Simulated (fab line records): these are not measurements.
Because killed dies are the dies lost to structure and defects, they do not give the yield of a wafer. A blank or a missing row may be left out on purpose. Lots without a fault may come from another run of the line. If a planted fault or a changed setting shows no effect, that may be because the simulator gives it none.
Which of the tools did it? :: flow rit_cmos :: 13 lots with 39 wafers sampled at 2 steps, on a route of 202 steps

WHAT THE GAUGES READ, wafer by wafer
RIT_CONTACT_CD_MEAS_08: target cd 1000 nm.
lot: L415
measured: day 3 12:43
on: cd_sem-01
cd_nm (nm): 998.8 1001.7 1001.6

lot: L416
measured: day 3 19:56
on: cd_sem-01
cd_nm (nm): 1001.2 1002.0 1002.0

lot: L418
measured: day 4 05:32
on: cd_sem-02
cd_nm (nm): 1004.6 1003.2 1004.9

lot: L419
measured: day 4 08:52
on: cd_sem-02
cd_nm (nm): 999.2 999.6 996.1

lot: L420
measured: day 4 18:17
on: cd_sem-01
cd_nm (nm): 1153.1 1154.0 1150.3

lot: L428
measured: day 6 07:48
on: cd_sem-01
cd_nm (nm): 1000.4 1002.7 1001.3

lot: L429
measured: day 6 13:05
on: cd_sem-01
cd_nm (nm): 997.9 998.4 998.8

lot: L430
measured: day 6 19:16
on: cd_sem-01
cd_nm (nm): 1000.1 999.2 1000.1

lot: L433
measured: day 7 08:59
on: cd_sem-01
cd_nm (nm): 998.0 999.6 998.0

lot: L434
measured: day 7 12:14
on: cd_sem-02
cd_nm (nm): 999.2 999.0 1001.4

lot: L435
measured: day 7 14:34
on: cd_sem-02
cd_nm (nm): 1000.2 1002.4 1000.4

lot: L436
measured: day 7 20:04
on: cd_sem-02
cd_nm (nm): 997.5 998.7 996.2

lot: L437
measured: day 8 03:01
on: cd_sem-02
cd_nm (nm): 1002.7 1001.2 1001.8

TOOL THAT RAN EACH LOT (tool first, then ch and the chambers of the sampled wafers, then the start)
lot: L415
RIT_CONTACT_EXPOSE_05: iline_stepper-01 ch 0, day 3 12:12

lot: L416
RIT_CONTACT_EXPOSE_05: iline_stepper-02 ch 0, day 3 19:25

lot: L418
RIT_CONTACT_EXPOSE_05: iline_stepper-01 ch 0, day 4 05:01

lot: L419
RIT_CONTACT_EXPOSE_05: iline_stepper-01 ch 0, day 4 08:21

lot: L420
RIT_CONTACT_EXPOSE_05: iline_stepper-01 ch 0, day 4 17:46

lot: L428
RIT_CONTACT_EXPOSE_05: iline_stepper-02 ch 0, day 6 07:17

lot: L429
RIT_CONTACT_EXPOSE_05: iline_stepper-01 ch 0, day 6 12:34

lot: L430
RIT_CONTACT_EXPOSE_05: iline_stepper-01 ch 0, day 6 18:46

lot: L433
RIT_CONTACT_EXPOSE_05: iline_stepper-01 ch 0, day 7 08:28

lot: L434
RIT_CONTACT_EXPOSE_05: iline_stepper-01 ch 0, day 7 11:43

lot: L435
RIT_CONTACT_EXPOSE_05: iline_stepper-01 ch 0, day 7 14:02

lot: L436
RIT_CONTACT_EXPOSE_05: iline_stepper-02 ch 0, day 7 19:33

lot: L437
RIT_CONTACT_EXPOSE_05: iline_stepper-01 ch 0, day 8 02:29
- RIT_CONTACT_EXPOSE_05: exposes mask M11, target cd 1000 nm.

WHAT THE TOOLS THEMSELVES READ (means of the sampled wafers that have a number; where no wafer has one, the mark that the record gives instead)
RIT_CONTACT_EXPOSE_05.
lot: L415
tool: iline_stepper-01
stage_vel_mm_s (mm/s): 500.10

lot: L416
tool: iline_stepper-02
stage_vel_mm_s (mm/s): 499.98

lot: L418
tool: iline_stepper-01
stage_vel_mm_s (mm/s): 499.73

lot: L419
tool: iline_stepper-01
stage_vel_mm_s (mm/s): 499.63

lot: L420
tool: iline_stepper-01
stage_vel_mm_s (mm/s): 499.55

lot: L428
tool: iline_stepper-02
stage_vel_mm_s (mm/s): 500.00

lot: L429
tool: iline_stepper-01
stage_vel_mm_s (mm/s): 500.12

lot: L430
tool: iline_stepper-01
stage_vel_mm_s (mm/s): 500.39

lot: L433
tool: iline_stepper-01
stage_vel_mm_s (mm/s): 499.82

lot: L434
tool: iline_stepper-01
stage_vel_mm_s (mm/s): 499.72

lot: L435
tool: iline_stepper-01
stage_vel_mm_s (mm/s): 499.78

lot: L436
tool: iline_stepper-02
stage_vel_mm_s (mm/s): 499.61

lot: L437
tool: iline_stepper-01
stage_vel_mm_s (mm/s): 500.00

THE ANSWER, worked out from the rows above alone
Rule: usual is defined by the lots themselves. The widest of any qualifying gaps counts: lots, ordered by their means at a reading, are off when they make up no more than a third of the lots, leave a main group of 4 or more, and stand apart from it by 3 or more times the standard deviation of that group's means. Not used: any main group whose means are identical at the precision the tables above print for the reading. A lot without any number at a reading at which 4 lots or more have one is off too. The other lots that the step has rows for count as sound. After the gauges, taken in route order, come the tools' own readings; for these a lot's mean is taken, as printed above. The first step at which some lot is off is used, and at that step the reading that is off furthest; a lot without a number counts as furthest.
Off: L420 (RIT_CONTACT_CD_MEAS_08, cd_nm). The main group has a mean of 1000.3 nm with a standard deviation of 1.9.
A tool fits if, at a process step before that reading, it ran every lot that is off, and no sound lot after the first of them. Those tools and the gauges at RIT_CONTACT_CD_MEAS_08 are tried in the same way. No candidate that was tried fits.

WHAT HAD BEEN PUT IN BY THE SIMULATOR
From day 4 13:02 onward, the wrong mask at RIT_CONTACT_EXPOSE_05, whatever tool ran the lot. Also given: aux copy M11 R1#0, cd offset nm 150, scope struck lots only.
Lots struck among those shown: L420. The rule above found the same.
